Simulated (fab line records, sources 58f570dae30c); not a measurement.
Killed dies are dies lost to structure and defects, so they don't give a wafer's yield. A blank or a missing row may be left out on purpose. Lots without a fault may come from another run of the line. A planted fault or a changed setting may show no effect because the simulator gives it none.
Chamber matching | flow berkeley_cmos170 | UCB170_V2_CMP_02 on cmp-02: 4 sister chambers
The step polishes SiO2. 4 wafers are shown with their chamber, then 8 later ones without.

WAFERS WITH THEIR CHAMBER
wafer  | chamber | motor_current_A (A)
L255.3 | 2       | 15.2
L259.5 | 1       | 16.6
L259.6 | 0       | 14.1
L266.1 | 3       | 16.3

WAFERS WITHOUT THEIR CHAMBER
wafer  | motor_current_A (A)
L266.2 | 13.8
L266.4 | 14.4
L267.3 | 16.5
L267.4 | 14.2
L267.6 | 15.2
L262.1 | 16.1
L262.3 | 15.4
L262.4 | 13.3

WHICH CHAMBER EACH WENT THROUGH
wafer  | from the rows above     | in truth
L266.2 | 0                       | 0
L266.4 | can't be placed: 0 or 2 | 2
L267.3 | can't be placed: 1 or 3 | 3
L267.4 | 0                       | 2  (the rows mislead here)
L267.6 | 2                       | 2
L262.1 | can't be placed: 3 or 1 | 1
L262.3 | 2                       | 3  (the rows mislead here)
L262.4 | 0                       | 0
Placed correctly: 3 of 8. Can't be placed from these rows: 3 (the true chamber is among the candidates in 3). Placed wrongly: 2.
How it was worked out, from the rows above alone: a wafer's distance from a chamber is the root of the sum, over the readings, of the square of ((its reading less the chamber's mean) divided by the reading's scatter). The wafer belongs to the nearest chamber; if the next one is less than 2 further off, it can't be placed. A chamber's mean is the mean of its shown wafers. The scatter: with one shown wafer a chamber, the root of the mean of the squares of how far each hidden wafer lies from its nearest shown one.
